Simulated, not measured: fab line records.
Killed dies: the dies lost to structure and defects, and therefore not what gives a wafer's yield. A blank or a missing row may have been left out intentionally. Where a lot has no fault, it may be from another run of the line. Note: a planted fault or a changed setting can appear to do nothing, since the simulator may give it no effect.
Split-lot experiment / flow berkeley_cmos170 / 23 wafers read across 5 lots, on a route 331 steps long

ON THE SPLIT
At UCB170_NWELL_CVD_04 (deposits Si3N4 from SiH2Cl2/NH3, target thk 224 nm, time 3360 s), the setting sih2cl2_flow_sccm was moved away from the recipe's 25 sccm on 20 of the 23 wafers read, by -11.4% to +4.4%. The other wafers ran this setting at the recipe's value.

The reading is taken at the split's own step.

THE READING
Si3N4_of_NWELL_CVD_04.thk_nm (the simulator's own value, which no gauge read), in nm, at UCB170_NWELL_CVD_04 (deposits Si3N4 from SiH2Cl2/NH3, target thk 224 nm, time 3360 s). The file does not state a usual value for it. Average 221.4 nm, standard deviation 0.65 nm, over the 3 wafers here run with the recipe.

wafer=L074.2; tool, chamber at the split=-, -; sih2cl2_flow_sccm as run, sccm=26.09; against the recipe=+4.4%; Si3N4_of_NWELL_CVD_04.thk_nm, nm=228; against lot-mates on the recipe=no lot-mate on the recipe
wafer=L074.3; tool, chamber at the split=-, -; sih2cl2_flow_sccm as run, sccm=26.09; against the recipe=+4.4%; Si3N4_of_NWELL_CVD_04.thk_nm, nm=229.2; against lot-mates on the recipe=no lot-mate on the recipe
wafer=L074.4; tool, chamber at the split=-, -; sih2cl2_flow_sccm as run, sccm=26.09; against the recipe=+4.4%; Si3N4_of_NWELL_CVD_04.thk_nm, nm=231.1; against lot-mates on the recipe=no lot-mate on the recipe
wafer=L074.5; tool, chamber at the split=-, -; sih2cl2_flow_sccm as run, sccm=26.09; against the recipe=+4.4%; Si3N4_of_NWELL_CVD_04.thk_nm, nm=229.5; against lot-mates on the recipe=no lot-mate on the recipe
wafer=L074.6; tool, chamber at the split=-, -; sih2cl2_flow_sccm as run, sccm=26.09; against the recipe=+4.4%; Si3N4_of_NWELL_CVD_04.thk_nm, nm=229.6; against lot-mates on the recipe=no lot-mate on the recipe
wafer=L076.1; tool, chamber at the split=-, -; sih2cl2_flow_sccm as run, sccm=22.14; against the recipe=-11.4%; Si3N4_of_NWELL_CVD_04.thk_nm, nm=219; against lot-mates on the recipe=no lot-mate on the recipe
wafer=L076.2; tool, chamber at the split=-, -; sih2cl2_flow_sccm as run, sccm=22.14; against the recipe=-11.4%; Si3N4_of_NWELL_CVD_04.thk_nm, nm=217.8; against lot-mates on the recipe=no lot-mate on the recipe
wafer=L076.3; tool, chamber at the split=-, -; sih2cl2_flow_sccm as run, sccm=22.14; against the recipe=-11.4%; Si3N4_of_NWELL_CVD_04.thk_nm, nm=216.3; against lot-mates on the recipe=no lot-mate on the recipe
wafer=L076.4; tool, chamber at the split=-, -; sih2cl2_flow_sccm as run, sccm=22.14; against the recipe=-11.4%; Si3N4_of_NWELL_CVD_04.thk_nm, nm=216.8; against lot-mates on the recipe=no lot-mate on the recipe
wafer=L076.5; tool, chamber at the split=-, -; sih2cl2_flow_sccm as run, sccm=22.14; against the recipe=-11.4%; Si3N4_of_NWELL_CVD_04.thk_nm, nm=220.8; against lot-mates on the recipe=no lot-mate on the recipe
wafer=L078.1; tool, chamber at the split=lpcvd-01, 1; sih2cl2_flow_sccm as run, sccm=25; against the recipe=recipe; Si3N4_of_NWELL_CVD_04.thk_nm, nm=221.5; against lot-mates on the recipe=-
wafer=L078.3; tool, chamber at the split=lpcvd-01, 1; sih2cl2_flow_sccm as run, sccm=25; against the recipe=recipe; Si3N4_of_NWELL_CVD_04.thk_nm, nm=222.2; against lot-mates on the recipe=-
wafer=L078.6; tool, chamber at the split=lpcvd-01, 1; sih2cl2_flow_sccm as run, sccm=25; against the recipe=recipe; Si3N4_of_NWELL_CVD_04.thk_nm, nm=220.6; against lot-mates on the recipe=-
wafer=L083.1; tool, chamber at the split=-, -; sih2cl2_flow_sccm as run, sccm=22.4; against the recipe=-10.4%; Si3N4_of_NWELL_CVD_04.thk_nm, nm=218; against lot-mates on the recipe=no lot-mate on the recipe
wafer=L083.2; tool, chamber at the split=-, -; sih2cl2_flow_sccm as run, sccm=22.4; against the recipe=-10.4%; Si3N4_of_NWELL_CVD_04.thk_nm, nm=218.5; against lot-mates on the recipe=no lot-mate on the recipe
wafer=L083.4; tool, chamber at the split=-, -; sih2cl2_flow_sccm as run, sccm=22.4; against the recipe=-10.4%; Si3N4_of_NWELL_CVD_04.thk_nm, nm=219.1; against lot-mates on the recipe=no lot-mate on the recipe
wafer=L083.5; tool, chamber at the split=-, -; sih2cl2_flow_sccm as run, sccm=22.4; against the recipe=-10.4%; Si3N4_of_NWELL_CVD_04.thk_nm, nm=219.7; against lot-mates on the recipe=no lot-mate on the recipe
wafer=L083.6; tool, chamber at the split=-, -; sih2cl2_flow_sccm as run, sccm=22.4; against the recipe=-10.4%; Si3N4_of_NWELL_CVD_04.thk_nm, nm=218.9; against lot-mates on the recipe=no lot-mate on the recipe
wafer=L085.1; tool, chamber at the split=-, -; sih2cl2_flow_sccm as run, sccm=23.2; against the recipe=-7.2%; Si3N4_of_NWELL_CVD_04.thk_nm, nm=218; against lot-mates on the recipe=no lot-mate on the recipe
wafer=L085.2; tool, chamber at the split=-, -; sih2cl2_flow_sccm as run, sccm=23.2; against the recipe=-7.2%; Si3N4_of_NWELL_CVD_04.thk_nm, nm=217.6; against lot-mates on the recipe=no lot-mate on the recipe
wafer=L085.4; tool, chamber at the split=-, -; sih2cl2_flow_sccm as run, sccm=23.2; against the recipe=-7.2%; Si3N4_of_NWELL_CVD_04.thk_nm, nm=219.7; against lot-mates on the recipe=no lot-mate on the recipe
wafer=L085.5; tool, chamber at the split=-, -; sih2cl2_flow_sccm as run, sccm=23.2; against the recipe=-7.2%; Si3N4_of_NWELL_CVD_04.thk_nm, nm=219.1; against lot-mates on the recipe=no lot-mate on the recipe
wafer=L085.6; tool, chamber at the split=-, -; sih2cl2_flow_sccm as run, sccm=23.2; against the recipe=-7.2%; Si3N4_of_NWELL_CVD_04.thk_nm, nm=218.7; against lot-mates on the recipe=no lot-mate on the recipe

FIT RESULTS
A straight line over all 23 wafers: Si3N4_of_NWELL_CVD_04.thk_nm changes by +0.656 nm for each +1% of sih2cl2_flow_sccm; r = +0.90; the points scatter about the line by 2.1 nm.
Too few moved wafers with a lot-mate on the recipe to fit a line net of each lot's own level.

THE FILE'S OWN FIT
Si3N4_of_NWELL_CVD_04.thk_nm changes by +0.656 nm for each +1% of sih2cl2_flow_sccm, r = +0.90.
